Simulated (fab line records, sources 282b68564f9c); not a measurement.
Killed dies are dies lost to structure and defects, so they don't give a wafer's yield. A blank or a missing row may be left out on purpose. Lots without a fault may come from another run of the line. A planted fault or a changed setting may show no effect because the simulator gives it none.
A struck lot beside a sound one | flow rit_cmos | 26 steps out of a route of 202
Sound: wafers L621.3, L621.5, L621.6. Struck: wafers L630.4, L630.5, L630.6. The cause comes at the end.
At each step with rows: each side's tool, then ch and its chambers, then its first start. Under that, the readings that differ: sound wafers | struck wafers | difference of the means | sigmas: that difference in standard deviations of wafers without a fault.
alike: readings whose means differ by less than 2 such deviations, and words and numbers that are the same on both sides. not compared: withheld readings, readings that some wafer has no value for, bounds like >300 that may hide the same value, and numbers for which the record gives no deviation and whose values overlap.
The two part at a step that has a row with sigmas, a row that says differs or no value, or rows on one side only. Numbers that don't overlap but have no deviation are shown without sigmas and don't part them. A reading that every wafer of one side lacks parts them only if that side has two wafers or more.

RIT_ACTIVE_BOW_MEAS_00:
  sound on film_metro-01, day 2 11:02; struck on film_metro-03, day 4 08:04
  alike: INCOMING_BOW
then, 1 step without rows for these wafers: RIT_ACTIVE_OXIDATION_01 (target thk 46.8 nm, ox time 3360 s).
RIT_ACTIVE_THK_MEAS_02:
  sound on film_metro-01, day 2 14:03; struck on film_metro-03, day 4 10:36
  alike: ACTIVE_OXIDE_THK
RIT_ACTIVE_CVD_03: deposits Si3N4 from SiH2Cl2/NH3, target thk 150 nm, time 1500 s.
  sound on lpcvd-02 ch 0, day 2 14:05; struck on lpcvd-01 ch 0, day 4 10:58
  reading                                  | sound             | struck            | difference | sigmas
  nh3_flow_sccm (sccm)                     | 149.4 149.8 149.9 | 179.9 179.8 179.3 | +30.0      | +73
  spike_tc_centre_C (C)                    | 810.2 812.2 810.5 | 813.2 813.6 814.6 | +2.8       | +2
  model.Si3N4_of_ACTIVE_CVD_03.thk_nm (nm) | 152.5 152.8 152   | 175.5 175.6 175.2 | +23.0      |
RIT_ACTIVE_THK_MEAS_04:
  sound on film_metro-02, day 2 15:31; struck on film_metro-03, day 4 12:44
  reading                 | sound             | struck            | difference | sigmas
  ACTIVE_NITRIDE_THK (nm) | 152.4 152.6 152.1 | 175.5 175.7 175.4 | +23.2      | +14
  not compared: hold
then, 5 steps without rows for these wafers: RIT_ACTIVE_COAT_06 (resist thk 1000 nm); RIT_ACTIVE_SOFTBAKE_07 (time 60 s); RIT_ACTIVE_EXPOSE_08 (exposes mask M1, target cd 1400 nm); RIT_ACTIVE_PEB_09; RIT_ACTIVE_DEVELOP_10 (develop time 50 s).
RIT_ACTIVE_CD_MEAS_11: target cd 1400 nm.
  sound on cd_sem-02, day 2 16:35; struck on cd_sem-01, day 4 16:53
  alike: cd_nm
then, 1 step without rows for these wafers: RIT_ACTIVE_HARDBAKE_12 (time 60 s).
RIT_ACTIVE_ETCH_13: etches Si3N4 in SF6, stops on SiO2, time 210 s, target depth 210 nm.
  sound on rie_diel-03 ch 0,1,3, day 2 16:49; struck on rie_diel-03 ch 1,2, day 4 17:16
  reading                            | sound             | struck            | difference | sigmas
  oes_product_au (a.u.)              | 0.809 0.825 0.842 | 0.900 0.883 0.903 | +0.070     | +5
  model.ACTIVE.feature_depth_nm (nm) | 152.5 152.8 152.4 | 175.5 175.6 175.2 | +22.9      |
  model.etch.depth_nm (nm)           | 152.5 152.8 152   | 175.5 175.6 175.2 | +23.0      |
  alike: drypump_motor_current_A, throttle_valve_pct
  not compared: rf_hours_counter_h
RIT_ACTIVE_STRIP_14: strips in O2, time 180 s.
  sound on plasma_asher-01 ch 0,1, day 2 17:00; struck on plasma_asher-01 ch 0,1, day 6 08:32
  alike: drypump_motor_current_A
  not compared: rf_hours_counter_h
RIT_ACTIVE_CD_MEAS_90: target cd 1400 nm.
  sound on cd_sem-01, day 2 17:10; struck on cd_sem-01, day 6 08:43
  alike: cd_nm
then, 4 steps without rows for these wafers: RIT_ACTIVE_CLEAN_15 (cleans in SC1, time 600 s); RIT_ACTIVE_CLEAN_16 (cleans in dHF, time 30 s); RIT_ACTIVE_CLEAN_17 (cleans in SC2, time 600 s); RIT_FOX1_OXIDATION_00 (target thk 350.7 nm, ox time 1130 s).
RIT_FOX1_THK_MEAS_01:
  sound on film_metro-02, day 2 20:19; struck on film_metro-02, day 6 10:29
  reading             | sound       | struck      | difference | sigmas
  FOX1_OXIDE_THK (nm) | 335 339 335 | 351 356 355 | +18        | +2
then, 2 steps without rows for these wafers: RIT_FOX1_WET_ETCH_02 (etches SiO2 in BOE, target depth 350 nm, time 390 s); RIT_FOX2_OXIDATION_00 (target thk 350.7 nm, ox time 1130 s).
RIT_FOX2_THK_MEAS_01:
  sound on film_metro-04, day 2 21:49; struck on film_metro-04, day 6 12:00
  alike: FOX2_OXIDE_THK
RIT_FOX2_CLEAN_02: cleans in dHF, time 180 s.
  sound on wet_bench-01 ch 2, day 2 21:51; struck on wet_bench-03 ch 0, day 6 12:02
  reading                                  | sound             | struck          | difference | sigmas
  model.Si3N4_of_ACTIVE_CVD_03.thk_nm (nm) | 133.2 133.5 132.7 | 156.3 156.4 156 | +23.1      |
then, 1 step without rows for these wafers: RIT_FOX2_WET_ETCH_03 (etches Si3N4 in H3PO4, target depth 195 nm, time 2700 s).
RIT_M1_PROBE_99:
  sound on prober-01, day 4 17:20; struck on prober-02, day 8 00:35
  alike: killed_at_contacts, killed_at_front_end, killed_dies, killed_open, killed_short

WHERE THEY PART
First at RIT_ACTIVE_CVD_03; last, within this record, at RIT_FOX1_THK_MEAS_01. Later steps at which nothing parts them and some readings are alike: RIT_FOX2_THK_MEAS_01, RIT_M1_PROBE_99.

WHY: what the simulator had put in
Process parameter drift: lpcvd-01, from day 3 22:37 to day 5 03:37, at RIT_ACTIVE_CVD_03. Setting nh3_flow_sccm, moved by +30, from 150. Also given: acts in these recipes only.
